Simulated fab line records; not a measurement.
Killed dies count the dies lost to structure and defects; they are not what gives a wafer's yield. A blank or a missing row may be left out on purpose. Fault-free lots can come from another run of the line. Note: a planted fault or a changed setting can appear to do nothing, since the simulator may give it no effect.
fab line records :: flow rit_cmos
record
  lots=5
  wafers=15
  last_day=7
route steps=202 shown GATE@77 FOX2@80 M1@202
lots with no fault: from the same line, run without faults
start_h: the number of hours between the record's first day and the start of the first shown wafer of the lot :: wait_h: hours elapsed since this lot's preceding step :: " as in the row above :: L1.1+2: several wafers, shown together as one row :: - no value, or no start given :: * or withheld: withheld :: < > ~ a bound
route shown NAME@n: NAME is a module with steps in the file, n the number in the route of the first one :: usual: mean/standard deviation taken from wafers without a fault :: same: alike in all rows :: chamber/n: place in a boat :: sites: readings site by site :: _std_site: their standard deviation :: _edge_site: the outer-site mean with the inner-site mean subtracted :: radius_mm: how far each site lies from the wafer's centre :: mask NAME#n: copy n :: behind: the last tool/chamber to shape the wafer :: hold: why the lot went on hold/how many hours it stayed there/how the hold came to an end :: device: names the non-switching transistor (n, p or np) :: end of line: the same wafers' tests at the end of the route :: a step with no rows: only its recipe :: killed: at the first sort, the dies lost to defects and structure; wafer yield is something else :: map: dies across one wafer; x = killed, . = not, _ = none there
set.NAME: setting as actually run; set.NAME@STEP: the setting as run at that earlier step :: model.NAME: the simulator's own value behind a step, which no gauge read
lots at selected steps of the route; one table per step, one row per wafer
services: a tool's chamber out of use, with start hour (start_h, from the record's first day; less than 0 if before it), hours out, and reason
## steps
# step RIT_GATE_CLEAN_02
# recipe
  chemistry=dHF
  dilution=50:1
  time_s=30
# step RIT_GATE_CLEAN_03
# recipe
  chemistry=SC2
  mix=3:3:50
  time_s=600
  temp_c=75
  dry=n2_spin
# step RIT_GATE_CLEAN_04
# recipe
  chemistry=dHF
  dilution=50:1
  time_s=60
  dry=n2_spin
# step RIT_FOX2_THK_MEAS_91
# recipe
  reads=SiO2_of_FOX2_OXIDATION_00
# usual
  FIELD_OXIDE_LEFT_2_THK=252/6.7
lot.wafer: L481.4
tool: film_metro-01
chamber: -
start_h: 47.54
wait_h: 0.0
FIELD_OXIDE_LEFT_2_THK[nm]: 260

lot.wafer: L481.5
tool: film_metro-01
chamber: -
start_h: 47.54
wait_h: 0.0
FIELD_OXIDE_LEFT_2_THK[nm]: 259

lot.wafer: L481.6
tool: film_metro-01
chamber: -
start_h: 47.54
wait_h: 0.0
FIELD_OXIDE_LEFT_2_THK[nm]: 265

lot.wafer: L484.1
tool: film_metro-01
chamber: -
start_h: 58.20
wait_h: 0.0
FIELD_OXIDE_LEFT_2_THK[nm]: 252

lot.wafer: L484.4
tool: film_metro-01
chamber: -
start_h: 58.20
wait_h: 0.0
FIELD_OXIDE_LEFT_2_THK[nm]: 257

lot.wafer: L484.5
tool: film_metro-01
chamber: -
start_h: 58.20
wait_h: 0.0
FIELD_OXIDE_LEFT_2_THK[nm]: 256

lot.wafer: L492.1
tool: film_metro-01
chamber: -
start_h: 93.85
wait_h: 0.0
FIELD_OXIDE_LEFT_2_THK[nm]: 257

lot.wafer: L492.3
tool: film_metro-01
chamber: -
start_h: 93.85
wait_h: 0.0
FIELD_OXIDE_LEFT_2_THK[nm]: 253

lot.wafer: L492.5
tool: film_metro-01
chamber: -
start_h: 93.85
wait_h: 0.0
FIELD_OXIDE_LEFT_2_THK[nm]: 259

lot.wafer: L493.1
tool: film_metro-02
chamber: -
start_h: 100.36
wait_h: 0.0
FIELD_OXIDE_LEFT_2_THK[nm]: 247

lot.wafer: L493.4
tool: film_metro-02
chamber: -
start_h: 100.36
wait_h: 0.0
FIELD_OXIDE_LEFT_2_THK[nm]: 246

lot.wafer: L493.5
tool: film_metro-02
chamber: -
start_h: 100.36
wait_h: 0.0
FIELD_OXIDE_LEFT_2_THK[nm]: 248

lot.wafer: L503.3
tool: film_metro-02
chamber: -
start_h: 148.62
wait_h: 0.0
FIELD_OXIDE_LEFT_2_THK[nm]: 257

lot.wafer: L503.4
tool: film_metro-02
chamber: -
start_h: 148.62
wait_h: 0.0
FIELD_OXIDE_LEFT_2_THK[nm]: 254

lot.wafer: L503.5
tool: film_metro-02
chamber: -
start_h: 148.62
wait_h: 0.0
FIELD_OXIDE_LEFT_2_THK[nm]: 251
# step RIT_GATE_OXIDATION_05
# recipe
  temp_c=900
  ambient=O2
  target_thk_a=30
  ox_time_s=270
# step RIT_GATE_ANNEAL_06
# recipe
  temp_c=900
  time_s=600
  ambient=N2O
# step RIT_GATE_THK_MEAS_07
# recipe
  reads=SiO2_of_GATE_OXIDATION_05
# usual
  GATE_OXIDE_THK=3.01/0.066
lot.wafer: L481.4
tool: film_metro-02
chamber: -
start_h: 50.36
wait_h: 0.0
GATE_OXIDE_THK[nm]: 2.99

lot.wafer: L481.5
tool: film_metro-02
chamber: -
start_h: 50.36
wait_h: 0.0
GATE_OXIDE_THK[nm]: 3.03

lot.wafer: L481.6
tool: film_metro-02
chamber: -
start_h: 50.36
wait_h: 0.0
GATE_OXIDE_THK[nm]: 3.01

lot.wafer: L484.1
tool: film_metro-03
chamber: -
start_h: 60.96
wait_h: 0.0
GATE_OXIDE_THK[nm]: 2.96

lot.wafer: L484.4
tool: film_metro-03
chamber: -
start_h: 60.96
wait_h: 0.0
GATE_OXIDE_THK[nm]: 2.92

lot.wafer: L484.5
tool: film_metro-03
chamber: -
start_h: 60.96
wait_h: 0.0
GATE_OXIDE_THK[nm]: 2.96

lot.wafer: L492.1
tool: film_metro-01
chamber: -
start_h: 98.87
wait_h: 0.0
GATE_OXIDE_THK[nm]: 3.11

lot.wafer: L492.3
tool: film_metro-01
chamber: -
start_h: 98.87
wait_h: 0.0
GATE_OXIDE_THK[nm]: 3.03

lot.wafer: L492.5
tool: film_metro-01
chamber: -
start_h: 98.87
wait_h: 0.0
GATE_OXIDE_THK[nm]: 3.09

lot.wafer: L493.1
tool: film_metro-02
chamber: -
start_h: 102.37
wait_h: 0.0
GATE_OXIDE_THK[nm]: 3.09

lot.wafer: L493.4
tool: film_metro-02
chamber: -
start_h: 102.37
wait_h: 0.0
GATE_OXIDE_THK[nm]: 3.09

lot.wafer: L493.5
tool: film_metro-02
chamber: -
start_h: 102.37
wait_h: 0.0
GATE_OXIDE_THK[nm]: 3.04

lot.wafer: L503.3
tool: film_metro-03
chamber: -
start_h: 152.54
wait_h: 0.0
GATE_OXIDE_THK[nm]: 2.99

lot.wafer: L503.4
tool: film_metro-03
chamber: -
start_h: 152.54
wait_h: 0.0
GATE_OXIDE_THK[nm]: 2.98

lot.wafer: L503.5
tool: film_metro-03
chamber: -
start_h: 152.54
wait_h: 0.0
GATE_OXIDE_THK[nm]: 3.01
# step RIT_GATE_CVD_08
# recipe
  material=poly-Si
  target_thk_nm=250
  temp_c=610
  precursor=SiH4
  time_s=2220
  pressure_mtorr=300
  sih4_flow_sccm=100
# step RIT_GATE_THK_MEAS_09
# recipe
  reads=poly-Si_of_GATE_CVD_08
# usual
  GATE_POLY_THK=249.8/2.3
lot.wafer: L481.4
tool: film_metro-01
chamber: -
start_h: 52.09
wait_h: 0.1
GATE_POLY_THK[nm]: 246.7

lot.wafer: L481.5
tool: film_metro-01
chamber: -
start_h: 52.09
wait_h: 0.1
GATE_POLY_THK[nm]: 246.9

lot.wafer: L481.6
tool: film_metro-01
chamber: -
start_h: 52.09
wait_h: 0.1
GATE_POLY_THK[nm]: 249.2

lot.wafer: L484.1
tool: film_metro-02
chamber: -
start_h: 62.63
wait_h: 0.0
GATE_POLY_THK[nm]: 247.6

lot.wafer: L484.4
tool: film_metro-02
chamber: -
start_h: 62.63
wait_h: 0.0
GATE_POLY_THK[nm]: 246.7

lot.wafer: L484.5
tool: film_metro-02
chamber: -
start_h: 62.63
wait_h: 0.0
GATE_POLY_THK[nm]: 247.6

lot.wafer: L492.1
tool: film_metro-01
chamber: -
start_h: 101.32
wait_h: 0.0
GATE_POLY_THK[nm]: 249.7

lot.wafer: L492.3
tool: film_metro-01
chamber: -
start_h: 101.32
wait_h: 0.0
GATE_POLY_THK[nm]: 249.6

lot.wafer: L492.5
tool: film_metro-01
chamber: -
start_h: 101.32
wait_h: 0.0
GATE_POLY_THK[nm]: 248.2

lot.wafer: L493.1
tool: film_metro-02
chamber: -
start_h: 104.29
wait_h: 0.0
GATE_POLY_THK[nm]: 254.3

lot.wafer: L493.4
tool: film_metro-02
chamber: -
start_h: 104.29
wait_h: 0.0
GATE_POLY_THK[nm]: 251.1

lot.wafer: L493.5
tool: film_metro-02
chamber: -
start_h: 104.29
wait_h: 0.0
GATE_POLY_THK[nm]: 252.6

lot.wafer: L503.3
tool: film_metro-02
chamber: -
start_h: 154.21
wait_h: 0.0
GATE_POLY_THK[nm]: 250.6

lot.wafer: L503.4
tool: film_metro-02
chamber: -
start_h: 154.21
wait_h: 0.0
GATE_POLY_THK[nm]: 249.9

lot.wafer: L503.5
tool: film_metro-02
chamber: -
start_h: 154.21
wait_h: 0.0
GATE_POLY_THK[nm]: 250.3
# step RIT_GATE_HMDS_10
# recipe
  prime_time_s=60
  prime_temp_c=140
# step RIT_GATE_COAT_11
# recipe
  resist=NOVOLAK
  spin_rpm=4250
  resist_thk_nm=850
# step RIT_GATE_SOFTBAKE_12
# recipe
  resist=NOVOLAK
  temp_c=90
  time_s=60
# step RIT_GATE_EXPOSE_13
# recipe
  mask_id=M6
  na=0.6
  source_shape=conventional
  sigma_outer=0.6
  target_cd_nm=150
  dose_mj=380
# usual
  exposure_dose_mJ_cm2=380.1/0.37
lot.wafer: L481.4
tool: iline_stepper-01
chamber: 0
start_h: 52.94
wait_h: 0.4
mask: M6#0
exposure_dose_mJ_cm2: 380.3

lot.wafer: L481.5
tool: iline_stepper-01
chamber: 0
start_h: 52.94
wait_h: 0.4
mask: M6#0
exposure_dose_mJ_cm2: 380.0

lot.wafer: L481.6
tool: iline_stepper-01
chamber: 0
start_h: 52.94
wait_h: 0.4
mask: M6#0
exposure_dose_mJ_cm2: 380.1

lot.wafer: L484.1
tool: iline_stepper-01
chamber: 0
start_h: 63.14
wait_h: 0.1
mask: M6#0
exposure_dose_mJ_cm2: 380.1

lot.wafer: L484.4
tool: iline_stepper-01
chamber: 0
start_h: 63.14
wait_h: 0.1
mask: M6#0
exposure_dose_mJ_cm2: 379.8

lot.wafer: L484.5
tool: iline_stepper-01
chamber: 0
start_h: 63.14
wait_h: 0.1
mask: M6#0
exposure_dose_mJ_cm2: 379.7

lot.wafer: L492.1
tool: iline_stepper-01
chamber: 0
start_h: 101.96
wait_h: 0.2
mask: M6_R1#0
exposure_dose_mJ_cm2: 379.7

lot.wafer: L492.3
tool: iline_stepper-01
chamber: 0
start_h: 101.96
wait_h: 0.2
mask: M6_R1#0
exposure_dose_mJ_cm2: 380.2

lot.wafer: L492.5
tool: iline_stepper-01
chamber: 0
start_h: 101.96
wait_h: 0.2
mask: M6_R1#0
exposure_dose_mJ_cm2: 380.9

lot.wafer: L493.1
tool: iline_stepper-01
chamber: 0
start_h: 104.80
wait_h: 0.1
mask: M6#0
exposure_dose_mJ_cm2: 380.0

lot.wafer: L493.4
tool: iline_stepper-01
chamber: 0
start_h: 104.80
wait_h: 0.1
mask: M6#0
exposure_dose_mJ_cm2: 380.0

lot.wafer: L493.5
tool: iline_stepper-01
chamber: 0
start_h: 104.80
wait_h: 0.1
mask: M6#0
exposure_dose_mJ_cm2: 380.1

lot.wafer: L503.3
tool: iline_stepper-02
chamber: 0
start_h: 154.74
wait_h: 0.1
mask: M6#0
exposure_dose_mJ_cm2: 380.6

lot.wafer: L503.4
tool: iline_stepper-02
chamber: 0
start_h: 154.74
wait_h: 0.1
mask: M6#0
exposure_dose_mJ_cm2: 380.1

lot.wafer: L503.5
tool: iline_stepper-02
chamber: 0
start_h: 154.74
wait_h: 0.1
mask: M6#0
exposure_dose_mJ_cm2: 380.4
# step RIT_GATE_PEB_14
# recipe
  resist=NOVOLAK
  temp_c=withheld
  time_s=withheld
# step RIT_GATE_DEVELOP_15
# recipe
  resist=NOVOLAK
  develop_time_s=50
  dev_temp_c=23
# step RIT_GATE_CD_MEAS_16
# recipe
  target_cd_nm=150
# usual
  cd_nm=150.1/2.6
lot.wafer: L481.4
tool: cd_sem-02
chamber: -
start_h: 53.34
wait_h: -
cd_nm: 149.9

lot.wafer: L481.5
tool: cd_sem-02
chamber: -
start_h: 53.34
wait_h: -
cd_nm: 148.1

lot.wafer: L481.6
tool: cd_sem-02
chamber: -
start_h: 53.34
wait_h: -
cd_nm: 150.8

lot.wafer: L484.1
tool: cd_sem-01
chamber: -
start_h: 63.54
wait_h: -
cd_nm: 147.7

lot.wafer: L484.4
tool: cd_sem-01
chamber: -
start_h: 63.54
wait_h: -
cd_nm: 149.5

lot.wafer: L484.5
tool: cd_sem-01
chamber: -
start_h: 63.54
wait_h: -
cd_nm: 150.4

lot.wafer: L492.1
tool: cd_sem-01
chamber: -
start_h: 102.36
wait_h: -
cd_nm: 195.9

lot.wafer: L492.3
tool: cd_sem-01
chamber: -
start_h: 102.36
wait_h: -
cd_nm: 198.2

lot.wafer: L492.5
tool: cd_sem-01
chamber: -
start_h: 102.36
wait_h: -
cd_nm: 198.2

lot.wafer: L493.1
tool: cd_sem-01
chamber: -
start_h: 105.20
wait_h: -
cd_nm: 147.4

lot.wafer: L493.4
tool: cd_sem-01
chamber: -
start_h: 105.20
wait_h: -
cd_nm: 147.9

lot.wafer: L493.5
tool: cd_sem-01
chamber: -
start_h: 105.20
wait_h: -
cd_nm: 149.4

lot.wafer: L503.3
tool: cd_sem-02
chamber: -
start_h: 155.14
wait_h: -
cd_nm: 147.8

lot.wafer: L503.4
tool: cd_sem-02
chamber: -
start_h: 155.14
wait_h: -
cd_nm: 148.0

lot.wafer: L503.5
tool: cd_sem-02
chamber: -
start_h: 155.14
wait_h: -
cd_nm: 146.4
# step RIT_GATE_OVL_MEAS_17
# usual
  GATE_OVL=-0.5/1.4
lot.wafer: L481.4
tool: overlay-02
chamber: -
start_h: 53.42
wait_h: 0.1
GATE_OVL[nm]: -1.0

lot.wafer: L481.5
tool: overlay-02
chamber: -
start_h: 53.42
wait_h: 0.1
GATE_OVL[nm]: 0.1

lot.wafer: L481.6
tool: overlay-02
chamber: -
start_h: 53.42
wait_h: 0.1
GATE_OVL[nm]: -0.2

lot.wafer: L484.1
tool: overlay-01
chamber: -
start_h: 63.66
wait_h: 0.1
GATE_OVL[nm]: 0.4

lot.wafer: L484.4
tool: overlay-01
chamber: -
start_h: 63.66
wait_h: 0.1
GATE_OVL[nm]: -2.0

lot.wafer: L484.5
tool: overlay-01
chamber: -
start_h: 63.66
wait_h: 0.1
GATE_OVL[nm]: 0.2

lot.wafer: L492.1
tool: overlay-02
chamber: -
start_h: 102.48
wait_h: 0.1
GATE_OVL[nm]: 0.0

lot.wafer: L492.3
tool: overlay-02
chamber: -
start_h: 102.48
wait_h: 0.1
GATE_OVL[nm]: -0.2

lot.wafer: L492.5
tool: overlay-02
chamber: -
start_h: 102.48
wait_h: 0.1
GATE_OVL[nm]: 0.9

lot.wafer: L493.1
tool: overlay-01
chamber: -
start_h: 105.32
wait_h: 0.1
GATE_OVL[nm]: 1.5

lot.wafer: L493.4
tool: overlay-01
chamber: -
start_h: 105.32
wait_h: 0.1
GATE_OVL[nm]: 2.3

lot.wafer: L493.5
tool: overlay-01
chamber: -
start_h: 105.32
wait_h: 0.1
GATE_OVL[nm]: 2.4

lot.wafer: L503.3
tool: overlay-02
chamber: -
start_h: 155.24
wait_h: 0.1
GATE_OVL[nm]: -1.7

lot.wafer: L503.4
tool: overlay-02
chamber: -
start_h: 155.24
wait_h: 0.1
GATE_OVL[nm]: -1.2

lot.wafer: L503.5
tool: overlay-02
chamber: -
start_h: 155.24
wait_h: 0.1
GATE_OVL[nm]: 1.3
# step RIT_GATE_HARDBAKE_18
# recipe
  resist=NOVOLAK
  temp_c=140
  time_s=60
# step RIT_GATE_ETCH_19
# recipe
  chemistry=SF6/CHF3/O2
  time_s=165
  SF6_flow_sccm=30
  CHF3_flow_sccm=30
  O2_flow_sccm=5
  target=poly-Si
  pressure_mtorr=40
  rf_w=160
  target_depth_a=3125
  over_etch_frac=0.25
  stop_on=SiO2
# usual
  drypump_motor_current_A=5.7/0.46
  oes_product_au=0.849/0.015
  throttle_valve_pct=10.15/0.13
lot.wafer: L481.4
tool: rie_si-01
chamber: 2
start_h: 53.59
wait_h: 0.1
drypump_motor_current_A: 6.2
oes_product_au: 0.840
rf_hours_counter_h: 94
throttle_valve_pct: 9.96
model.GATE.cd_nm: 150

lot.wafer: L481.5
tool: rie_si-01
chamber: 1
start_h: 53.59
wait_h: 0.1
drypump_motor_current_A: 5.9
oes_product_au: 0.863
rf_hours_counter_h: -
throttle_valve_pct: 10.28
model.GATE.cd_nm: 148

lot.wafer: L481.6
tool: rie_si-01
chamber: 2
start_h: 53.59
wait_h: 0.1
drypump_motor_current_A: 6.3
oes_product_au: 0.846
rf_hours_counter_h: -
throttle_valve_pct: 9.94
model.GATE.cd_nm: 151

lot.wafer: L484.1
tool: rie_si-01
chamber: 3
start_h: 64.06
wait_h: 0.1
drypump_motor_current_A: 5.7
oes_product_au: 0.832
rf_hours_counter_h: 118
throttle_valve_pct: 9.97
model.GATE.cd_nm: 147.7

lot.wafer: L484.4
tool: rie_si-01
chamber: 1
start_h: 64.06
wait_h: 0.1
drypump_motor_current_A: 5.9
oes_product_au: 0.855
rf_hours_counter_h: 6
throttle_valve_pct: 10.29
model.GATE.cd_nm: 149.6

lot.wafer: L484.5
tool: rie_si-01
chamber: 0
start_h: 64.06
wait_h: 0.1
drypump_motor_current_A: 5.6
oes_product_au: 0.845
rf_hours_counter_h: -
throttle_valve_pct: 10.12
model.GATE.cd_nm: 150.5

lot.wafer: L492.1
tool: rie_si-01
chamber: 0
start_h: 102.66
wait_h: 0.1
drypump_motor_current_A: 5.6
oes_product_au: 0.855
rf_hours_counter_h: 28
throttle_valve_pct: 10.11
model.GATE.cd_nm: 195.8

lot.wafer: L492.3
tool: rie_si-01
chamber: 3
start_h: 102.66
wait_h: 0.1
drypump_motor_current_A: 5.7
oes_product_au: 0.834
rf_hours_counter_h: 119
throttle_valve_pct: 9.98
model.GATE.cd_nm: 198.3

lot.wafer: L492.5
tool: rie_si-01
chamber: 0
start_h: 102.66
wait_h: 0.1
drypump_motor_current_A: 5.6
oes_product_au: 0.856
rf_hours_counter_h: -
throttle_valve_pct: 10.12
model.GATE.cd_nm: 198.1

lot.wafer: L493.1
tool: rie_si-02
chamber: 2
start_h: 105.51
wait_h: 0.1
drypump_motor_current_A: 5.8
oes_product_au: 0.857
rf_hours_counter_h: 115
throttle_valve_pct: 10.16
model.GATE.cd_nm: 147.5

lot.wafer: L493.4
tool: rie_si-02
chamber: 1
start_h: 105.51
wait_h: 0.1
drypump_motor_current_A: 5.8
oes_product_au: 0.821
rf_hours_counter_h: -
throttle_valve_pct: 10.34
model.GATE.cd_nm: 148

lot.wafer: L493.5
tool: rie_si-02
chamber: 3
start_h: 105.51
wait_h: 0.1
drypump_motor_current_A: 4.7
oes_product_au: 0.868
rf_hours_counter_h: -
throttle_valve_pct: 10.23
model.GATE.cd_nm: 149.6

lot.wafer: L503.3
tool: rie_si-02
chamber: 0
start_h: 155.41
wait_h: 0.1
drypump_motor_current_A: 6.2
oes_product_au: 0.844
rf_hours_counter_h: 0
throttle_valve_pct: 10.11
model.GATE.cd_nm: 147.8

lot.wafer: L503.4
tool: rie_si-02
chamber: 1
start_h: 155.41
wait_h: 0.1
drypump_motor_current_A: 5.9
oes_product_au: 0.861
rf_hours_counter_h: 0
throttle_valve_pct: 10.35
model.GATE.cd_nm: 147.6

lot.wafer: L503.5
tool: rie_si-02
chamber: 0
start_h: 155.41
wait_h: 0.1
drypump_motor_current_A: 6.1
oes_product_au: 0.840
rf_hours_counter_h: -
throttle_valve_pct: 10.10
model.GATE.cd_nm: 146.2
# step RIT_GATE_STRIP_20
# recipe
  chemistry=O2
  time_s=180
  resist=NOVOLAK
  platen_temp_c=withheld
  power_w=500
  pressure_mtorr=4000
  o2_flow_sccm=4000
# usual
  drypump_motor_current_A=5.8/0.51
lot.wafer: L481.4
tool: plasma_asher-01
chamber: 0
start_h: 53.75
wait_h: 0.1
drypump_motor_current_A: 5.5
rf_hours_counter_h: -

lot.wafer: L481.5
tool: plasma_asher-01
chamber: 1
start_h: 53.75
wait_h: 0.1
drypump_motor_current_A: 5.2
rf_hours_counter_h: -

lot.wafer: L481.6
tool: plasma_asher-01
chamber: 0
start_h: 53.75
wait_h: 0.1
drypump_motor_current_A: 5.5
rf_hours_counter_h: -

lot.wafer: L484.1
tool: plasma_asher-03
chamber: 1
start_h: 64.17
wait_h: 0.1
drypump_motor_current_A: 6.7
rf_hours_counter_h: 44

lot.wafer: L484.4
tool: plasma_asher-03
chamber: 0
start_h: 64.17
wait_h: 0.1
drypump_motor_current_A: 5.9
rf_hours_counter_h: -

lot.wafer: L484.5
tool: plasma_asher-03
chamber: 0
start_h: 64.17
wait_h: 0.1
drypump_motor_current_A: 5.9
rf_hours_counter_h: -

lot.wafer: L492.1
tool: plasma_asher-02
chamber: 0
start_h: 102.77
wait_h: 0.1
drypump_motor_current_A: 5.6
rf_hours_counter_h: 46

lot.wafer: L492.3
tool: plasma_asher-02
chamber: 0
start_h: 102.77
wait_h: 0.1
drypump_motor_current_A: 5.6
rf_hours_counter_h: -

lot.wafer: L492.5
tool: plasma_asher-02
chamber: 0
start_h: 102.77
wait_h: 0.1
drypump_motor_current_A: 5.6
rf_hours_counter_h: -

lot.wafer: L493.1
tool: plasma_asher-01
chamber: 0
start_h: 105.61
wait_h: 0.1
drypump_motor_current_A: 5.5
rf_hours_counter_h: 42

lot.wafer: L493.4
tool: plasma_asher-01
chamber: 1
start_h: 105.61
wait_h: 0.1
drypump_motor_current_A: 5.1
rf_hours_counter_h: -

lot.wafer: L493.5
tool: plasma_asher-01
chamber: 0
start_h: 105.61
wait_h: 0.1
drypump_motor_current_A: 5.5
rf_hours_counter_h: -

lot.wafer: L503.3
tool: plasma_asher-03
chamber: 0
start_h: 155.58
wait_h: 0.1
drypump_motor_current_A: 6.0
rf_hours_counter_h: -

lot.wafer: L503.4
tool: plasma_asher-03
chamber: 1
start_h: 155.58
wait_h: 0.1
drypump_motor_current_A: 6.7
rf_hours_counter_h: -

lot.wafer: L503.5
tool: plasma_asher-03
chamber: 1
start_h: 155.58
wait_h: 0.1
drypump_motor_current_A: 6.7
rf_hours_counter_h: -
# step RIT_M1_PROBE_99
# usual
  killed_at_front_end=7/3
  killed_dies=7/3
  killed_on_rim=2/1.4
  killed_open=3.6/1.9
  killed_short=3.2/1.8
# same
  gross_dies=264
  killed_at_M0_to_M3=0
  killed_at_M4_up=0
  killed_at_back_side=0
  killed_at_contacts=0
  killed_at_other=0
lot.wafer: L484.1
tool: prober-02
chamber: -
start_h: 85.41
wait_h: 0.1
killed_at_front_end: 4
killed_dies: 4
killed_on_rim: 1
killed_open: 2
killed_short: 2

lot.wafer: L484.4
tool: prober-02
chamber: -
start_h: 85.56
wait_h: 0.2
killed_at_front_end: 7
killed_dies: 7
killed_on_rim: 1
killed_open: 2
killed_short: 5

lot.wafer: L484.5
tool: prober-02
chamber: -
start_h: 85.61
wait_h: 0.2
killed_at_front_end: 4
killed_dies: 4
killed_on_rim: 2
killed_open: 2
killed_short: 2

lot.wafer: L492.1
tool: prober-02
chamber: -
start_h: 122.60
wait_h: 0.1
killed_at_front_end: 264
killed_dies: 264
killed_on_rim: 70
killed_open: 3
killed_short: 4

lot.wafer: L492.3
tool: prober-02
chamber: -
start_h: 122.70
wait_h: 0.2
killed_at_front_end: 264
killed_dies: 264
killed_on_rim: 70
killed_open: 3
killed_short: 1

lot.wafer: L492.5
tool: prober-02
chamber: -
start_h: 122.80
wait_h: 0.2
killed_at_front_end: 264
killed_dies: 264
killed_on_rim: 70
killed_open: 6
killed_short: 10

lot.wafer: L493.1
tool: prober-01
chamber: -
start_h: 127.58
wait_h: 0.1
killed_at_front_end: 11
killed_dies: 11
killed_on_rim: 3
killed_open: 7
killed_short: 4

lot.wafer: L493.4
tool: prober-01
chamber: -
start_h: 127.73
wait_h: 0.2
killed_at_front_end: 7
killed_dies: 7
killed_on_rim: 2
killed_open: 4
killed_short: 3

lot.wafer: L493.5
tool: prober-01
chamber: -
start_h: 127.78
wait_h: 0.2
killed_at_front_end: 12
killed_dies: 12
killed_on_rim: 4
killed_open: 7
killed_short: 5
# killed by level:class
L484.1 GATE:geometric_particle:short=1 FOX2:geometric_particle:open=1 GATE:geometric_particle:open=1 REOX:geometric_particle:short=1
L484.4 GATE:geometric_particle:short=3 FOX1:geometric_particle:short=2 FOX1:geometric_particle:open=1 SPACER:geometric_particle:open=1
L484.5 GATE:geometric_particle:open=1 REOX:geometric_particle:short=1 SPACER:geometric_particle:short=1 SILICIDE:geometric_particle:open=1
L492.1 GATE:area_expose=257 GATE:geometric_particle:short=3 FOX1:geometric_particle:open=2 FOX1:geometric_particle:short=1 REOX:geometric_particle:open=1
L492.3 GATE:area_expose=260 SPACER:geometric_particle:open=2 GATE:geometric_particle:open=1 SILICIDE:geometric_particle:short=1
L492.5 GATE:area_expose=248 GATE:geometric_particle:short=6 GATE:geometric_particle:open=2 REOX:geometric_particle:short=2 SPACER:geometric_particle:open=2 FOX1:geometric_particle:short=1 REOX:geometric_particle:open=1 SPACER:geometric_particle:short=1
L493.1 GATE:geometric_particle:open=5 REOX:geometric_particle:open=2 REOX:geometric_particle:short=2 GATE:geometric_particle:short=1 SPACER:geometric_particle:short=1
L493.4 GATE:geometric_particle:short=2 GATE:geometric_particle:open=2 FOX1:geometric_particle:short=1 REOX:geometric_particle:open=1 SPACER:geometric_particle:open=1
L493.5 GATE:geometric_particle:open=3 REOX:geometric_particle:open=3 REOX:geometric_particle:short=3 FOX1:geometric_particle:short=1 SILICIDE:geometric_particle:open=1 SILICIDE:geometric_particle:short=1
# map L492.1 (x killed, . not)
________xxxxxxx_______
_____xxxxxxxxxxxxx____
____xxxxxxxxxxxxxxx___
___xxxxxxxxxxxxxxxxx__
__xxxxxxxxxxxxxxxxxxx_
__xxxxxxxxxxxxxxxxxxx_
_xxxxxxxxxxxxxxxxxxxxx
_xxxxxxxxxxxxxxxxxxxxx
_xxxxxxxxxxxxxxxxxxxxx
_xxxxxxxxxxxxxxxxxxxxx
__xxxxxxxxxxxxxxxxxxx_
__xxxxxxxxxxxxxxxxxxx_
___xxxxxxxxxxxxxxxxx__
____xxxxxxxxxxxxxxx___
_____xxxxxxxxxxxxx____
________xxxxxxx_______
# map L481.5 (x killed, . not)
________......._______
_____.............____
____...............___
___.................__
__.....x............._
__..................._
_.........x.....x.....
_.....................
_.....................
_.....................
__..................._
__......x..x..xx....._
___.................__
____......x........___
_____.............____
________.x..x.._______
## services
tool: rie_si-02
chamber: 2
start_h: 33.89
hours: 4.1
kind: repair

tool: rie_si-01
chamber: -
start_h: 55.05
hours: 0.1
kind: repair

tool: iline_stepper-01
chamber: -
start_h: 75.29
hours: 1.7
kind: pm

tool: rie_si-02
chamber: 0
start_h: 94.99
hours: -
kind: clean

tool: rie_si-02
chamber: 0
start_h: 94.99
hours: 17.5
kind: scheduled_down

tool: rie_si-02
chamber: 0
start_h: 94.99
hours: 17.5
kind: vent_cycle

tool: plasma_asher-03
chamber: -
start_h: 108.75
hours: 9.0
kind: pm

tool: plasma_asher-03
chamber: 0
start_h: 108.75
hours: 9.0
kind: vent_cycle

tool: plasma_asher-03
chamber: 1
start_h: 108.75
hours: 9.0
kind: vent_cycle

tool: rie_si-02
chamber: 1
start_h: 112.48
hours: -
kind: clean

tool: rie_si-02
chamber: 1
start_h: 112.48
hours: 22.1
kind: scheduled_down

tool: rie_si-02
chamber: 1
start_h: 112.48
hours: 22.1
kind: vent_cycle

tool: plasma_asher-03
chamber: 0
start_h: 117.75
hours: -
kind: clean

tool: plasma_asher-03
chamber: 1
start_h: 117.75
hours: -
kind: clean

tool: iline_stepper-01
chamber: -
start_h: 129.59
hours: 2.1
kind: pm

tool: iline_stepper-01
chamber: -
start_h: 131.68
hours: -
kind: consumable_replace:lamp

tool: rie_si-01
chamber: -
start_h: 133.55
hours: 2.8
kind: pm

tool: plasma_asher-02
chamber: -
start_h: 153.93
hours: 14.6
kind: pm
## key
first_sign
  step=RIT_GATE_EXPOSE_13
  reading=mask
  direction=changed
effect
  step=RIT_GATE_CD_MEAS_16
  reading=cd_nm
  direction=up
  sigmas=18
  usual=150.1
  struck=197.4
effect
  step=RIT_M1_PROBE_99
  reading=killed_at_front_end
  direction=up
  sigmas=85
  usual=7
  struck=264
model_effect
  step=RIT_GATE_ETCH_19
  value=GATE.cd_nm
  without=152.4
  struck=197.4
more_kills_born_at
  RIT_GATE_EXPOSE_13@iline_stepper-01=765
met_at RIT_GATE_EXPOSE_13
struck_wafers L492.1,L492.3,L492.5
later_rows_left_out L492.1,L492.3,L492.5
tester_left_out L492
onset_between 63.14 101.96
fault
  kind=wrong_mask
  tool=any
  chamber=-
  onset_h=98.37
  steps=RIT_GATE_EXPOSE_13
  aux_copy=M6_R1#0
  cd_offset_nm=45
  scope=struck_lots_only
# tester_left_out: of these lots the tester's yield and bins aren't shown, on N5 and GAA mostly nor the transistor test; their killed dies are dies lost to structure and defects alone, not to doping, threshold or leakage, so they don't give the yield
# later_rows_left_out: the simulator's readings of these wafers behind a module that went badly wrong aren't trusted and aren't shown, but for the sort
